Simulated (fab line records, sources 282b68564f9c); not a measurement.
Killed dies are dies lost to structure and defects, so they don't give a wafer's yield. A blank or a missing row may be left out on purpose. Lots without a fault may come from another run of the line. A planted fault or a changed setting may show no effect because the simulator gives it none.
A struck lot beside a sound one | flow rit_cmos | 43 steps out of a route of 202
Sound: wafers L659.2, L659.4, L659.6. Struck: wafers L655.1, L655.3, L655.5. The cause comes at the end.
At each step with rows: each side's tool, then ch and its chambers, then its first start. Under that, the readings that differ: sound wafers | struck wafers | difference of the means | sigmas: that difference in standard deviations of wafers without a fault.
alike: readings whose means differ by less than 2 such deviations, and words and numbers that are the same on both sides. not compared: withheld readings, readings that some wafer has no value for, bounds like >300 that may hide the same value, and numbers for which the record gives no deviation and whose values overlap.
The two part at a step that has a row with sigmas, a row that says differs or no value, or rows on one side only. Numbers that don't overlap but have no deviation are shown without sigmas and don't part them. A reading that every wafer of one side lacks parts them only if that side has two wafers or more.

first, 3 steps without rows for these wafers: RIT_GATE_EXPOSE_13 (exposes mask M6, target cd 150 nm); RIT_GATE_PEB_14; RIT_GATE_DEVELOP_15 (develop time 50 s).
RIT_GATE_CD_MEAS_16: target cd 150 nm.
  sound on cd_sem-02, day 4 11:46; struck on cd_sem-01, day 3 15:08
  alike: cd_nm
RIT_GATE_OVL_MEAS_17:
  sound on overlay-02, day 4 11:52; struck on overlay-01, day 3 15:15
  alike: GATE_OVL
then, 1 step without rows for these wafers: RIT_GATE_HARDBAKE_18 (time 60 s).
RIT_GATE_ETCH_19: etches poly-Si in SF6/CHF3/O2, stops on SiO2, time 165 s, target depth 312.5 nm.
  sound on rie_si-02 ch 0,1,2, day 4 12:10; struck on rie_si-02 ch 1,2,3, day 3 15:26
  alike: drypump_motor_current_A, oes_product_au, throttle_valve_pct
  not compared: rf_hours_counter_h
RIT_GATE_STRIP_20: strips in O2, time 180 s.
  sound on plasma_asher-01 ch 0,1, day 4 12:17; struck on plasma_asher-02 ch 0,1, day 3 15:32
  alike: drypump_motor_current_A, o2_flow_sccm
  not compared: rf_hours_counter_h
RIT_GATE_CD_MEAS_90: target cd 150 nm.
  sound on cd_sem-02, day 4 12:29; struck on cd_sem-01, day 3 15:43
  alike: cd_nm
then, 3 steps without rows for these wafers: RIT_REOX_CLEAN_00 (cleans in SC1, time 600 s); RIT_REOX_CLEAN_01 (cleans in dHF, time 30 s); RIT_REOX_CLEAN_02 (cleans in SC2, time 583.4 s).
RIT_REOX_OXIDATION_03: target thk 25.2 nm, ox time 5580 s.
  sound on furnace-01 ch 0, day 4 14:56; struck on furnace-04 ch 0, day 3 16:48
RIT_REOX_THK_MEAS_04:
  sound on film_metro-02, day 4 17:30; struck on film_metro-02, day 3 19:21
  alike: REOX_OXIDE_THK
then, 6 steps without rows for these wafers: RIT_NLDD_HMDS_00 (prime time 60 s); RIT_NLDD_COAT_01 (resist thk 1000 nm); RIT_NLDD_SOFTBAKE_02 (time 60 s); RIT_NLDD_EXPOSE_03 (exposes mask M7, target cd 40700 nm); RIT_NLDD_PEB_04; RIT_NLDD_DEVELOP_05 (develop time 50 s).
RIT_NLDD_OVL_MEAS_06:
  sound on overlay-02, day 4 18:32; struck on overlay-01, day 3 20:18
  reading       | sound       | struck         | difference | sigmas
  NLDD_OVL (nm) | 2.6 3.3 1.6 | -1.4 -1.4 -0.5 | -3.6       | -3
then, 2 steps without rows for these wafers: RIT_NLDD_HARDBAKE_07 (time 60 s); RIT_NLDD_IMPLANT_08.
RIT_NLDD_STRIP_09: strips in O2, time 180 s.
  sound on plasma_asher-03 ch 0,1, day 4 18:52; struck on plasma_asher-01 ch 0,1, day 3 20:45
  alike: drypump_motor_current_A, o2_flow_sccm
  not compared: rf_hours_counter_h
RIT_NLDD_TW_MEAS_10:
  sound on film_metro-03, day 4 19:03; struck on film_metro-03, day 3 20:56
  alike: NLDD_TW
then, 6 steps without rows for these wafers: RIT_PLDD_HMDS_00 (prime time 60 s); RIT_PLDD_COAT_01 (resist thk 1000 nm); RIT_PLDD_SOFTBAKE_02 (time 60 s); RIT_PLDD_EXPOSE_03 (exposes mask M8, target cd 40900 nm); RIT_PLDD_PEB_04; RIT_PLDD_DEVELOP_05 (develop time 50 s).
RIT_PLDD_OVL_MEAS_06:
  sound on overlay-01, day 4 19:57; struck on overlay-02, day 3 21:50
  alike: PLDD_OVL
then, 2 steps without rows for these wafers: RIT_PLDD_HARDBAKE_07 (time 60 s); RIT_PLDD_IMPLANT_08.
RIT_PLDD_STRIP_09: strips in O2, time 180 s.
  sound on plasma_asher-02 ch 0,1, day 4 20:22; struck on plasma_asher-03 ch 0,1, day 3 22:13
  alike: drypump_motor_current_A, o2_flow_sccm
  not compared: rf_hours_counter_h
RIT_PLDD_TW_MEAS_10:
  sound on film_metro-03, day 4 20:32; struck on film_metro-03, day 3 22:23
  alike: PLDD_TW
then, 4 steps without rows for these wafers: RIT_SPACER_CLEAN_00 (cleans in SC1, time 623.6 s); RIT_SPACER_CLEAN_01 (cleans in dHF, time 30 s); RIT_SPACER_CLEAN_02 (cleans in SC2, time 600 s); RIT_SPACER_CVD_03 (deposits Si3N4 from SiH2Cl2/NH3, target thk 250 nm, time 3300 s).
RIT_SPACER_THK_MEAS_04:
  sound on film_metro-04, day 4 22:53; struck on film_metro-01, day 4 00:44
  alike: SPACER_NITRIDE_THK
RIT_SPACER_ETCHBACK_05: etches Si3N4 in SF6/CHF3, stops on SiO2, target depth 250 nm, time 240 s.
  sound on rie_diel-02 ch 1,3, day 4 22:56; struck on rie_diel-02 ch 0,2,3, day 4 00:47
  alike: drypump_motor_current_A, oes_product_au, throttle_valve_pct
  not compared: rf_hours_counter_h
RIT_M1_PROBE_99:
  sound on prober-02, day 5 10:35; struck on prober-01, day 4 11:56
  reading             | sound  | struck   | difference | sigmas
  killed_at_front_end | 5 8 11 | 66 61 65 | +56        | +22
  killed_dies         | 5 8 11 | 66 61 65 | +56        | +22
  killed_on_rim       | 2 3 4  | 15 19 17 | +14        | +11
  alike: killed_open, killed_short

WHERE THEY PART
First at RIT_NLDD_OVL_MEAS_06; last, within this record, at RIT_M1_PROBE_99.

WHY: what the simulator had put in
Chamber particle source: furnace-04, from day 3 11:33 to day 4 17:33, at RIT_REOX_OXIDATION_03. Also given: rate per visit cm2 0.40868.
